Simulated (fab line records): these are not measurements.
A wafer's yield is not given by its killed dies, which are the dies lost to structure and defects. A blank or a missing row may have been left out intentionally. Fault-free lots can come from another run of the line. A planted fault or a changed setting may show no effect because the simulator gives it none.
Split-lot study | flow rit_cmos | on a route of 202 steps: 5 lots, 23 wafers read

## SPLIT DETAILS
At RIT_M1_EXPOSE_06 (exposes mask M12, target cd 2600 nm), the setting dose_mj was moved away from the recipe's 250 on 7 of the 23 wafers read, by +3.3% to +7.4%. The other wafers ran this setting at the recipe's value.

## FROM THE SPLIT TO THE READING: what the file shows between them, 7 steps
- RIT_M1_PEB_07
- RIT_M1_DEVELOP_08: develop time 68 s
- RIT_M1_CD_MEAS_09: target cd 2600 nm
- RIT_M1_HARDBAKE_11: time 120 s
- RIT_M1_METAL_ETCH_12: etches Al in Cl2/BCl3, stops on SiO2, time 165 s, target depth 600 nm
- RIT_M1_STRIP_13: strips in nmp, time 600 s
- RIT_M1_STRIP_14: strips in O2, time 180 s

## THE READING
Shown in nm: cd_nm at RIT_M1_CD_MEAS_90, with target cd 2600 nm. On this fab line, fault-free wafers typically give 2600.3 nm with a standard deviation of 3 nm.

wafer  | tool, chamber at the split | dose_mj as run | against the recipe | cd_nm, nm | against lot-mates on the recipe
L081.1 | iline_stepper-02, 0        | 250            | recipe             | 2600.6    | -
L081.2 | iline_stepper-02, 0        | 258.2          | +3.3%              | 2590.7    | -9.8
L081.3 | iline_stepper-02, 0        | 250            | recipe             | 2600.7    | -
L081.4 | iline_stepper-02, 0        | 258.2          | +3.3%              | 2590.5    | -10.0
L081.6 | iline_stepper-02, 0        | 250            | recipe             | 2600.1    | -
L079.1 | iline_stepper-01, 0        | 250            | recipe             | 2599.5    | -
L079.2 | iline_stepper-01, 0        | 250            | recipe             | 2602.3    | -
L079.6 | iline_stepper-01, 0        | 250            | recipe             | 2598.3    | -
L084.1 | iline_stepper-02, 0        | 250            | recipe             | 2602.4    | -
L084.2 | iline_stepper-02, 0        | 250            | recipe             | 2599.9    | -
L084.3 | iline_stepper-02, 0        | 250            | recipe             | 2599.3    | -
L084.4 | iline_stepper-02, 0        | 250            | recipe             | 2602.1    | -
L084.6 | iline_stepper-02, 0        | 250            | recipe             | 2604.2    | -
L083.1 | iline_stepper-02, 0        | 250            | recipe             | 2603.9    | -
L083.2 | iline_stepper-02, 0        | 268.4          | +7.4%              | 2587.0    | -15.4
L083.4 | iline_stepper-02, 0        | 268.4          | +7.4%              | 2582.1    | -20.3
L083.5 | iline_stepper-02, 0        | 268.4          | +7.4%              | 2585.1    | -17.3
L083.6 | iline_stepper-02, 0        | 250            | recipe             | 2600.8    | -
L085.1 | iline_stepper-01, 0        | 268.4          | +7.4%              | 2575.9    | -20.9
L085.2 | iline_stepper-01, 0        | 250            | recipe             | 2598.1    | -
L085.4 | iline_stepper-01, 0        | 250            | recipe             | 2597.4    | -
L085.5 | iline_stepper-01, 0        | 250            | recipe             | 2594.9    | -
L085.6 | iline_stepper-01, 0        | 268.4          | +7.4%              | 2577.7    | -19.1

FIT RESULTS
A straight line over all 23 wafers: cd_nm changes by -2.56 nm for each +1% of dose_mj; r = -0.94; the points scatter about the line by 2.9 nm.
The same after taking each lot's own level away (the mean of its wafers on the recipe; 23 wafers): -2.54 nm for each +1%; r = -0.98; scatter 1.7 nm.
On that fit, the largest move of dose_mj shifts the reading by 19 nm.
Measured against the standard deviation above, the lots' own levels, which go from 2596.80 to 2602.35 nm, span 1.9 times it.
The two slopes are in agreement: the lot-to-lot level therefore moves the slope only a little.
Check: -19.6 nm against its lot-mates is what the line predicts for one of the wafers moved furthest among these (+7.4%) when that wafer is left out of the fit. Against them it came out at -15.4 nm.

## OTHER SPLITS APPLIED TO THESE WAFERS
Other splits were also applied to these wafers ahead of the reading. Each is held against what the fit with the lots' levels taken away leaves over:
other split on the same wafers | wafers away from the commonest value | r with cd_nm (lot level and that fit taken away)
RIT_SILICIDE_SPUTTER_01 time_s | 7                                    | -0.03
RIT_CONTACT_COAT_03 spin_rpm   | 8                                    | +0.03
RIT_CONTACT_SOFTBAKE_04 time_s | 7                                    | -0.01

## THE WHOLE CHAIN: every reading that the file lists as answering this split, in the file's order
step                 | what it does                                                          | reading                                                   | change (the file's fit)             | r (the file's)
RIT_M1_CD_MEAS_09    | target cd 2600 nm                                                     | cd_nm                                                     | -2.7 nm for each +1% of the setting | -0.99
RIT_M1_METAL_ETCH_12 | etches Al in Cl2/BCl3, stops on SiO2, time 165 s, target depth 600 nm | M1.cd_nm (the simulator's own value, which no gauge read) | -2.6 nm for each +1% of the setting | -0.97
RIT_M1_CD_MEAS_90    | target cd 2600 nm                                                     | cd_nm                                                     | -2.6 nm for each +1% of the setting | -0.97

## FILE'S OWN FIT
cd_nm changes by -2.6 nm for each +1% of dose_mj, r = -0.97.
